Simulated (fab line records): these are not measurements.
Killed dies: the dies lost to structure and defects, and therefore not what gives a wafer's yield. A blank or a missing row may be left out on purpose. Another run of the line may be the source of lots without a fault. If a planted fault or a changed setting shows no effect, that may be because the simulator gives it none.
A struck lot beside a sound one / flow rit cmos / 15 steps out of a route of 202
Sound: these wafers, L714.2, L714.3, L714.5. Wafers struck: L722.2, L722.4, L722.6. At the end, the cause is stated.
Each step with rows lists, per side, the tool, then ch with its chambers, then its first start. Under that, the readings that differ: sound wafers / struck wafers / difference of the means / sigmas: that difference in standard deviations of wafers without a fault.
alike: readings whose means differ by less than 2 such deviations, and words and numbers that are the same on both sides. not compared: withheld readings, readings that some wafer has no value for, bounds like >300 that may hide the same value, and numbers for which the record gives no deviation and whose values overlap.
The two part at a step that has a row with sigmas, a row that says differs or no value, or rows on one side only. Numbers that don't overlap but have no deviation are shown without sigmas and don't part them. A reading that every wafer of one side lacks parts them only if that side has two wafers or more.

first, 1 step without rows for these wafers: RIT_GATE_CVD_08 (deposits poly-Si from SiH4, target thk 250 nm, time 2220 s).
RIT_GATE_THK_MEAS_09:
  sound on film metro-02, day 3 04:15; struck on film metro-02, day 4 21:47
reading=GATE_POLY_THK (nm); sound=254.9 255.4 255.0; struck=247.6 249.9 249.2; difference=-6.2; sigmas=-2
then, 6 steps without rows for these wafers: RIT_GATE_HMDS_10 (prime time 60 s); RIT_GATE_COAT_11 (resist thk 850 nm); RIT_GATE_SOFTBAKE_12 (time 60 s); RIT_GATE_EXPOSE_13 (exposes mask M6, target cd 150 nm); RIT_GATE_PEB_14; RIT_GATE_DEVELOP_15 (develop time 50 s).
RIT_GATE_CD_MEAS_16: target cd 150 nm.
  sound on cd sem-02, day 3 05:18; struck on cd sem-02, day 4 22:43
  alike: cd nm
RIT_GATE_OVL_MEAS_17:
  sound on overlay-02, day 3 05:24; struck on overlay-01, day 4 22:49
  alike: GATE_OVL
then, 1 step without rows for these wafers: RIT_GATE_HARDBAKE_18 (time 60 s).
RIT_GATE_ETCH_19: etches poly-Si in SF6/CHF3/O2, stops on SiO2, time 165 s, target depth 312.5 nm.
  sound on rie si-01 ch 0,2,3, day 3 05:35; struck on rie si-01 ch 0,1,3, day 4 22:59
  alike: SF6_flow_sccm, drypump motor current A, oes product au, rf fwd power W, throttle valve pct
  not compared: rf hours counter h
RIT_GATE_STRIP_20: strips in O2, time 180 s.
  sound on plasma asher-04 ch 0,1, day 3 05:41; struck on plasma asher-03 ch 0,1, day 4 23:06
  no value came back on the struck wafers for chamber pressure mTorr (mTorr), drypump motor current A (A), o2 flow sccm (sccm); on the sound wafers chamber pressure mTorr (mTorr) reads 3999 4001 3997
reading=model.NOVOLAK_of_GATE_COAT_11.thk nm (nm); sound=0 0 0; struck=671.6 671.3 671.2; difference=+671.4; sigmas=
  not compared: rf hours counter h
RIT_GATE_CD_MEAS_90: target cd 150 nm.
  sound on cd sem-01, day 3 05:53; struck on cd sem-01, day 4 23:17
  alike: cd nm
RIT_M1_PROBE_99:
  record: rows for the struck wafers here (prober-01, day 5 20:09), none for the sound ones

WHERE THEY PART
At RIT_GATE_THK_MEAS_09 first; at RIT_M1_PROBE_99 last (within this record only).

WHY: the cause the simulator had injected
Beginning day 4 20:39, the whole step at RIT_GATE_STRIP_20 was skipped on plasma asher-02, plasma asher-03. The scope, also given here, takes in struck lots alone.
